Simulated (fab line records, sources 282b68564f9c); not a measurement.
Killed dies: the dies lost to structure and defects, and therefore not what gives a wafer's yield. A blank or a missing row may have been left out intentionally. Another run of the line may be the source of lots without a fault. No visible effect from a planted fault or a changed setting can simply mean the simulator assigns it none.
Which of the tools did it? / flow ritCmos / Sampling: 14 lots, 42 wafers, 2 of 202 route steps

== WHAT EACH GAUGE READ, for each wafer ==
RIT_REOX_THK_MEAS_04.
lot=L778; measured=day 3 03:41; on=filmMetro-03; REOX_OXIDE_THK (nm)=24.8 24.8 24.7
lot=L779; measured=day 3 07:08; on=filmMetro-02; REOX_OXIDE_THK (nm)=25.6 25.2 25.9
lot=L780; measured=day 3 11:19; on=filmMetro-02; REOX_OXIDE_THK (nm)=24.8 25.3 25.3
lot=L781; measured=day 4 00:23; on=filmMetro-04; REOX_OXIDE_THK (nm)=25.3 25.6 25.3
lot=L783; measured=day 4 00:24; on=filmMetro-03; REOX_OXIDE_THK (nm)=24.7 25.1 25.3
lot=L784; measured=day 4 05:33; on=filmMetro-04; REOX_OXIDE_THK (nm)=25.4 25.4 25.3
lot=L785; measured=day 4 09:46; on=filmMetro-03; REOX_OXIDE_THK (nm)=25.3 25.3 25.1
lot=L788; measured=day 5 01:25; on=filmMetro-02; REOX_OXIDE_THK (nm)=25.3 25.2 25.4
lot=L789; measured=day 5 06:50; on=filmMetro-02; REOX_OXIDE_THK (nm)=25.8 25.1 25.6
lot=L790; measured=day 5 14:03; on=filmMetro-04; REOX_OXIDE_THK (nm)=25.9 25.5 25.9
lot=L791; measured=day 5 16:43; on=filmMetro-03; REOX_OXIDE_THK (nm)=33.0 32.8 32.6
lot=L793; measured=day 6 03:44; on=filmMetro-02; REOX_OXIDE_THK (nm)=31.5 31.7 31.5
lot=L799; measured=day 7 21:38; on=filmMetro-03; REOX_OXIDE_THK (nm)=25.2 25.2 25.3
lot=L800; measured=day 8 00:29; on=filmMetro-04; REOX_OXIDE_THK (nm)=25.9 26.0 25.8

== EACH LOT AND THE TOOL THAT RAN IT (in order: tool; ch and the chambers of the sampled wafers; start) ==
lot=L778; RIT_REOX_OXIDATION_03=furnace-01 ch 0, day 3 01:08
lot=L779; RIT_REOX_OXIDATION_03=furnace-04 ch 0, day 3 04:35
lot=L780; RIT_REOX_OXIDATION_03=furnace-01 ch 0, day 3 08:46
lot=L781; RIT_REOX_OXIDATION_03=furnace-03 ch 0, day 3 21:50
lot=L783; RIT_REOX_OXIDATION_03=furnace-03 ch 0, day 3 21:50
lot=L784; RIT_REOX_OXIDATION_03=furnace-04 ch 0, day 4 02:59
lot=L785; RIT_REOX_OXIDATION_03=furnace-03 ch 0, day 4 07:13
lot=L788; RIT_REOX_OXIDATION_03=furnace-03 ch 0, day 4 22:52
lot=L789; RIT_REOX_OXIDATION_03=furnace-04 ch 0, day 5 04:16
lot=L790; RIT_REOX_OXIDATION_03=furnace-04 ch 0, day 5 11:28
lot=L791; RIT_REOX_OXIDATION_03=furnace-03 ch 0, day 5 14:10
lot=L793; RIT_REOX_OXIDATION_03=furnace-03 ch 0, day 6 01:11
lot=L799; RIT_REOX_OXIDATION_03=furnace-04 ch 0, day 7 19:04
lot=L800; RIT_REOX_OXIDATION_03=furnace-01 ch 0, day 7 21:56
- RIT_REOX_OXIDATION_03: target thk 25.2 nm, ox time 5580 s.

== AS READ BY THE TOOLS THEMSELVES (means over the sampled wafers that have a number; for cases with no such wafer, the mark the record gives instead) ==
The record holds no such reading with a usual standard deviation.

== THE ANSWER, worked out from the rows above alone ==
Rule: what is usual is taken from the lots themselves. The widest of any qualifying gaps counts: lots, ordered by their means at a reading, are off when they make up no more than a third of the lots, leave a main group of 4 or more, and stand apart from it by 3 or more times the standard deviation of that group's means. If all means in a main group match to the digits the tables above print for the reading, that group is not used. A lot without any number at a reading at which 4 lots or more have one is off too. All remaining lots with rows at the step are treated as sound. The gauges are gone through in route order, then the tools' own readings, and for those a lot's mean is taken as printed above. At the first step where some lot is off, the reading lying furthest off is the one used; lots without a number count as furthest.
Off: L791, L793, at RIT_REOX_THK_MEAS_04 (REOX_OXIDE_THK). The main group has a mean of 25.4 nm with a standard deviation of 0.3.
If a tool, at a process step before that reading, ran all the lots that are off and no sound lot after the first of them, it fits. Gauges at RIT_REOX_THK_MEAS_04: tried the same way as those tools. One fits: RIT_REOX_OXIDATION_03 on furnace-03. Its last sound lot is L788 (day 4 22:52), its first lot that is off L791 (day 5 14:10): a fault that began between those two fits.

== WHAT THE SIMULATOR PUT IN ==
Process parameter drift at RIT_REOX_OXIDATION_03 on furnace-03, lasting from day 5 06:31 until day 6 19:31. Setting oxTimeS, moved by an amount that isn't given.
Shown lots that were struck: L791, L793. The rule above found the same.
